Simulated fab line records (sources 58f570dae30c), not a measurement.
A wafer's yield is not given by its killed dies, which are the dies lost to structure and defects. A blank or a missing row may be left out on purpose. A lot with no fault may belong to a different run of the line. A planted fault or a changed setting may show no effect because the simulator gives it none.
A struck lot beside a sound one :: flow berkeley-cmos170 :: 18 steps out of a route of 331
Sound: these wafers, L275.1, L275.5, L275.6. Wafers L282.2, L282.3, L282.4 were the ones struck. Last of all comes the cause.
Order at every step that has rows: each side's tool, ch and its chambers, its first start. Under that, the readings that differ: sound wafers :: struck wafers :: difference of the means :: sigmas: that difference in standard deviations of wafers without a fault.
alike: readings whose means differ by less than 2 such deviations, and words and numbers that are the same on both sides. not compared: withheld readings, readings that some wafer has no value for, bounds like >300 that may hide the same value, and numbers for which the record gives no deviation and whose values overlap.
Wherever a step has rows on one side only, a row that says differs or no value, or a row with sigmas, the two part there. Non-overlapping numbers with no deviation appear without sigmas and do not part them. Lack of a reading on every wafer of one side parts them only where that side has two or more wafers.

first, 2 steps without rows for these wafers: UCB170_PLDD_PEB_04; UCB170_PLDD_DEVELOP_05 (develop time 45 s).
UCB170_PLDD_CD_MEAS_06 targets a cd of 1200 nm.
  struck on cd-sem-01, day 8 21:19; sound on cd-sem-01, day 7 10:37
  alike: cd-nm
UCB170_PLDD_OVL_MEAS_07:
  struck on overlay-01, day 8 21:26; sound on overlay-01, day 7 10:44
  alike: PLDD_OVL
then, 2 steps without rows for these wafers: UCB170_PLDD_IMPLANT_08; UCB170_PLDD_IMPLANT_09.
UCB170_PLDD_STRIP_10: strips in O2.
  sound on plasma-asher-03 ch 0,1, day 7 11:04; struck on plasma-asher-01 ch 0,1, day 8 21:46
reading: strip-time-to-endpoint-s (s)
sound: 21.58 21.57 21.58
struck: 21.83 21.72 21.76
difference: +0.19
sigmas: +3
  alike: drypump-motor-current-A, oes-product-au
  not compared: rf-hours-counter-h
UCB170_PLDD_TW_MEAS_11:
  struck on film-metro-04, day 8 21:52; sound on film-metro-01, day 7 11:10
  alike: PLDD_TW
then, 4 steps without rows for these wafers: UCB170_PLDD_CLEAN_12 (cleans in SPM, time 600 s); UCB170_NLDD_HMDS_00 (prime time 60 s); UCB170_NLDD_COAT_01 (resist thk 900 nm); UCB170_NLDD_SOFTBAKE_02 (time 60 s).
UCB170_NLDD_EXPOSE_03: exposes mask NSELECT, target cd 1200 nm.
  sound on krf-scanner-01 ch 0, day 7 12:20; struck on krf-scanner-02 ch 0, day 8 22:46
  alike: mask
then, 2 steps without rows for these wafers: UCB170_NLDD_PEB_04; UCB170_NLDD_DEVELOP_05 (develop time 45 s).
UCB170_NLDD_CD_MEAS_06 targets a cd of 1200 nm.
  struck on cd-sem-01, day 8 23:23; sound on cd-sem-01, day 7 13:20
reading: cd-nm (nm)
sound: 1201.9 1200.3 1200.2
struck: 1216.0 1205.1 1212.7
difference: +10.5
sigmas: +8
UCB170_NLDD_OVL_MEAS_07:
  struck on overlay-02, day 8 23:30; sound on overlay-01, day 7 13:28
reading: NLDD_OVL (nm)
sound: 9 0 9
struck: -8 -5 -3
difference: -11
sigmas: -2
UCB170_M3_PROBE_99:
  the record has rows for the sound wafers here (prober-02, day 8 20:20) and none for the struck ones

== WHERE THEY PART ==
Last at UCB170_M3_PROBE_99 as far as this record goes, first at UCB170_PLDD_STRIP_10.

WHY: what had been put in by the simulator
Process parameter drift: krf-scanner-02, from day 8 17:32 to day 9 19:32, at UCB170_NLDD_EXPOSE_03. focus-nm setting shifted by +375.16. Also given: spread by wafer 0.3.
